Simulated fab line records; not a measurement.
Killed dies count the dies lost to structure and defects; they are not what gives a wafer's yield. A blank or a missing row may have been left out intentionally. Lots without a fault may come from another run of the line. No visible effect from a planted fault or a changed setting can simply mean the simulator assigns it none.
The tool behind it: which one? | flow berkeley-cmos170 | Sampling: 14 lots, 42 wafers, 5 of 331 route steps

== WHAT EACH GAUGE READ, for each wafer ==
UCB170_SCREENOX_THK_MEAS_02.
lot  | measured     | on            | SCREENOX_OXIDE_THK (nm)
L843 | day 6 11:07  | film-metro-02 | 14.91 14.76 14.92
L842 | day 6 11:08  | film-metro-04 | 14.15 14.13 14.01
L845 | day 7 02:59  | film-metro-04 | 14.74 14.78 14.75
L847 | day 7 15:25  | film-metro-04 | 13.81 14.03 13.79
L848 | day 8 00:19  | film-metro-03 | 14.65 14.57 14.38
L853 | day 8 19:02  | film-metro-04 | 14.36 14.43 14.41
L855 | day 9 06:47  | film-metro-04 | 14.35 14.63 14.15
L856 | day 9 15:06  | film-metro-03 | 14.58 14.47 14.76
L858 | day 10 11:42 | film-metro-02 | 14.26 14.09 14.48
L859 | day 10 11:42 | film-metro-03 | 13.85 14.05 14.05
L862 | day 10 18:21 | film-metro-02 | 14.23 14.34 14.48
L863 | day 10 18:22 | film-metro-03 | 14.67 14.46 14.49
L861 | day 10 18:25 | film-metro-04 | 14.05 14.04 14.18
L864 | day 11 04:58 | film-metro-02 | 14.11 14.32 14.53

UCB170_PVT_TW_MEAS_09.
lot  | measured     | on            | PVT_TW
L843 | day 6 20:42  | film-metro-03 | 507 510 507
L842 | day 6 21:04  | film-metro-03 | 510 508 505
L845 | day 7 12:52  | film-metro-01 | 501 503 502
L847 | day 7 23:46  | film-metro-01 | 500 502 502
L848 | day 8 12:29  | film-metro-01 | 503 500 501
L853 | day 9 08:41  | film-metro-02 | 501 503 506
L855 | day 9 18:06  | film-metro-01 | 502 501 501
L856 | day 10 00:52 | film-metro-01 | 504 503 501
L858 | day 10 23:46 | film-metro-01 | 503 502 501
L859 | day 10 23:50 | film-metro-03 | 510 508 509
L862 | day 11 04:25 | film-metro-01 | 502 502 503
L863 | day 11 04:35 | film-metro-03 | 509 506 509
L861 | day 11 04:18 | film-metro-03 | 509 508 509
L864 | day 11 14:37 | film-metro-02 | 506 508 505

UCB170_PLDD_TW_MEAS_11.
lot  | measured     | on            | PLDD_TW
L843 | day 7 17:16  | film-metro-03 | 1009 1017 1015
L842 | day 7 17:34  | film-metro-03 | 1013 1007 1011
L845 | day 8 06:00  | film-metro-02 | 30 30 30
L847 | day 8 19:37  | film-metro-02 | 30 30 30
L848 | day 9 10:35  | film-metro-03 | 1004 1000 1011
L853 | day 10 01:41 | film-metro-04 | 990 994 994
L855 | day 10 10:06 | film-metro-04 | 993 998 992
L856 | day 10 22:18 | film-metro-03 | 1008 1014 1014
L858 | day 11 13:14 | film-metro-04 | 996 997 1000
L859 | day 11 13:44 | film-metro-04 | 994 992 991
L862 | day 11 23:37 | film-metro-04 | 995 1002 1000
L863 | day 11 23:31 | film-metro-03 | 1006 1011 1013
L861 | day 11 22:49 | film-metro-02 | 1007 1008 1010
L864 | day 12 05:10 | film-metro-03 | 1008 1006 1015

== WHICH TOOL RAN EACH LOT (tool, then ch and the chambers of the sampled wafers, then the start) ==
lot  | UCB170_GATE_ETCH_14                | UCB170_PLDD_DEVELOP_05
L843 | rie-diel-02 ch 0,1,2, day 7 14:55  | litho-track-02 ch 0, day 7 16:00
L842 | rie-diel-03 ch 0,3, day 7 15:12    | litho-track-02 ch 0, day 7 16:00
L845 | rie-diel-03 ch 1,2,3, day 8 03:40  | litho-track-02 ch 0, day 8 05:00
L847 | rie-diel-02 ch 2,3, day 8 17:40    | litho-track-02 ch 0, day 8 18:00
L848 | rie-diel-02 ch 0,1, day 9 08:19    | litho-track-01 ch 0, day 9 09:00
L853 | rie-diel-04 ch 0,1,3, day 9 23:36  | litho-track-01 ch 0, day 10 01:00
L855 | rie-diel-03 ch 0,1,2, day 10 07:50 | litho-track-03 ch 0, day 10 09:00
L856 | rie-diel-02 ch 0,2,3, day 10 19:56 | litho-track-03 ch 0, day 10 21:00
L858 | rie-diel-02 ch 0,3, day 11 11:07   | litho-track-01 ch 0, day 11 12:00
L859 | rie-diel-03 ch 1,3, day 11 11:23   | litho-track-02 ch 0, day 11 12:00
L862 | rie-diel-03 ch 0,1,2, day 11 20:09 | litho-track-02 ch 0, day 11 22:00
L863 | rie-diel-04 ch 0,1,3, day 11 20:23 | litho-track-03 ch 0, day 11 22:00
L861 | rie-diel-02 ch 0,2,3, day 11 19:40 | litho-track-02 ch 0, day 11 22:00
L864 | rie-diel-04 ch 0,1, day 12 02:45   | litho-track-02 ch 0, day 12 04:00
- UCB170_GATE_ETCH_14: etches BARC in N2/H2.
- UCB170_PLDD_DEVELOP_05: develop time 45 s.

== WHAT THE TOOLS THEMSELVES READ (means of the sampled wafers that have a number; where no wafer has one, the mark that the record gives instead) ==
UCB170_GATE_ETCH_14.
lot  | tool        | drypump-motor-current-A (A) | oes-product-au (a.u.) | throttle-valve-pct (%)
L843 | rie-diel-02 | 6.0                         | 0.998                 | 13.33
L842 | rie-diel-03 | 5.4                         | 1.016                 | 13.38
L845 | rie-diel-03 | 6.0                         | 0.984                 | 13.45
L847 | rie-diel-02 | 6.4                         | 0.990                 | 13.61
L848 | rie-diel-02 | 5.9                         | 0.995                 | 13.21
L853 | rie-diel-04 | 5.9                         | 0.974                 | 13.13
L855 | rie-diel-03 | 5.9                         | 1.003                 | 13.38
L856 | rie-diel-02 | 6.2                         | 0.984                 | 13.50
L858 | rie-diel-02 | 6.1                         | 0.987                 | 13.48
L859 | rie-diel-03 | 5.8                         | 0.969                 | 13.41
L862 | rie-diel-03 | 5.9                         | 1.008                 | 13.38
L863 | rie-diel-04 | 5.9                         | 0.977                 | 13.13
L861 | rie-diel-02 | 6.2                         | 1.000                 | 13.49
L864 | rie-diel-04 | 5.9                         | 0.969                 | 13.10

== THE ANSWER, worked out from the rows above alone ==
Rule: the lots themselves supply what counts as usual. Put in order of their means at a reading, lots are off if they are a third of the lots or fewer, leave a main group of 4 or more, and stand apart from it by a gap of 3 or more times the standard deviation of the main group's means; of several such gaps the widest counts. The tables above print the reading to a certain number of digits; a main group whose means all agree to those digits is not used. Also off: a lot with no number at a reading for which 4 or more lots have one. All remaining lots with rows at the step are treated as sound. Order of review: gauges by route order, followed by the tools' own readings, for which a lot's mean as printed above is used. The first step at which some lot is off is used, and at that step the reading that is off furthest; a lot without a number counts as furthest.
Off: L845, L847, seen at UCB170_PLDD_TW_MEAS_11 (PLDD_TW). Main group: mean 1004, sd 7.7.
A tool fits if, at a process step before that reading, it ran every lot that is off, and no sound lot after the first of them. Gauges at UCB170_PLDD_TW_MEAS_11: tried the same way as those tools. Not one of the candidates tried fits.

== WHAT THE SIMULATOR PUT IN ==
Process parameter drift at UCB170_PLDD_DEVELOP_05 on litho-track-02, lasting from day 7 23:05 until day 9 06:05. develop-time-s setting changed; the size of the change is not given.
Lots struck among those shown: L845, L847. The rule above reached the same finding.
